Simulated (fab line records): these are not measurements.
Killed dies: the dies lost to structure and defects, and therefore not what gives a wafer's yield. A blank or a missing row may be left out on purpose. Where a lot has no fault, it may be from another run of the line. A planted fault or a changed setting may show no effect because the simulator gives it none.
A struck lot beside a sound one | flow berkeley cmos170 | 14 out of 331 route steps
Sound: wafers L926.1, L926.3, L926.4. Wafers L935.2, L935.4, L935.6 were the ones struck. The cause is named last.
At each step with rows: each side's tool, then ch and its chambers, then its first start. Under that, the readings that differ: sound wafers | struck wafers | difference of the means | sigmas: that difference in standard deviations of wafers without a fault.
alike: same words and numbers on both sides, and readings whose means sit less than 2 such deviations apart. not compared: any withheld reading, any reading some wafer has no value for, any bound like >300 that may hide the same value, and any number with overlapping values for which the record gives no deviation.
A row with sigmas, a row that says differs or no value, or rows on one side alone: a step with any of these is where the two part. Numbers that don't overlap but have no deviation are shown without sigmas and don't part them. A reading missing from all wafers of one side parts the sides only when that side holds two or more wafers.

UCB170_BACKSIDE_STRIP_03: strips in O2.
  sound on plasma asher-01 ch 0,1, day 7 09:04; struck on plasma asher-04 ch 0, day 9 11:18
  alike: drypump motor current A, oes product au, strip time to endpoint s
  not compared: rf hours counter h
then, 1 step without rows for these wafers: UCB170_BACKSIDE_CLEAN_04 (cleans in SPM, time 600 s).
UCB170_SDANNEAL_RTA_00: time 10 s.
  sound on rtp anneal-02 ch 0, day 7 09:22; struck on rtp anneal-01 ch 0, day 9 11:35
  reading            | sound          | struck         | difference | sigmas
  lamp power pct (%) | 20.3 20.3 20.4 | 25.8 25.7 25.8 | +5.4       | +2
  alike: anneal temp c max, chamber o2 ppm, wafer_temp_C_max
UCB170_SDANNEAL_RTA_01: time 5 s.
  sound on rtp anneal-02 ch 0, day 7 09:30; struck on rtp anneal-01 ch 0, day 9 11:39
  reading            | sound                | struck               | difference | sigmas
  anneal temp c max  | 1056.4 1054.5 1054.7 | 1052.6 1053.8 1052.7 | -2.2       | -2
  lamp power pct (%) | 31 31 31             | 40 40 40             | +9         | +2
  alike: chamber o2 ppm, wafer_temp_C_max
UCB170_SDANNEAL_RS_MEAS_02: measurement is done with a four-point probe.
  sound on film metro-02 at day 7 09:37; struck on film metro-04 at day 9 11:43
  reading         | sound          | struck         | difference | sigmas
  PSD_RS (ohm/sq) | 75.8 75.9 75.9 | 75.2 75.0 75.1 | -0.8       | -2
UCB170_SDANNEAL_RS_MEAS_03: measurement is done with a four-point probe.
  sound on film metro-02 at day 7 09:44; struck on film metro-04 at day 9 11:50
  alike: NSD_RS
UCB170_SDANNEAL_RS_MEAS_04: measurement is done with a four-point probe.
  sound on film metro-02 at day 7 09:52; struck on film metro-04 at day 9 11:58
  alike: PLDD_RS
UCB170_SDANNEAL_RS_MEAS_05: measurement is done with a four-point probe.
  sound on film metro-02 at day 7 09:59; struck on film metro-04 at day 9 12:05
  alike: NLDD_RS
then, 1 step without rows for these wafers: UCB170_SILICIDE_PRE_CLEAN_00 (preclean etch time 60 s).
UCB170_SILICIDE_SPUTTER_01: material Ti, target thk 30 nm, time 25 s.
  sound on pvd sputter-04 at day 7 10:10; struck on pvd sputter-02 at day 9 12:15
  alike: throttle valve pct
UCB170_SILICIDE_RS_MEAS_02: measurement is done with a four-point probe.
  sound on film metro-01 at day 7 10:11; struck on film metro-01 at day 9 12:18
  alike: SILICIDE_TI_RS
UCB170_SILICIDE_THK_MEAS_03: measures by xrf.
  sound on film metro-01 at day 7 10:19; struck on film metro-01 at day 9 12:25
  alike: SILICIDE_TI_THK
UCB170_SILICIDE_RTA_04: time 15 s.
  sound on rtp anneal-01 ch 0, day 7 10:22; struck on rtp anneal-01, day 9 12:28
  no value came back on the struck wafers for anneal temp c max, chamber o2 ppm, lamp power pct (%), wafer_temp_C_max; on the sound wafers anneal temp c max reads 652.6 651.9 652.9
then, 1 step without rows for these wafers: UCB170_SILICIDE_WET_ETCH_05 (etches Ti in SPM, time 45 s).

## WHERE THEY PART
Last at UCB170_SILICIDE_RTA_04 as far as this record goes, first at UCB170_SDANNEAL_RTA_00.

WHY: what had been put in by the simulator
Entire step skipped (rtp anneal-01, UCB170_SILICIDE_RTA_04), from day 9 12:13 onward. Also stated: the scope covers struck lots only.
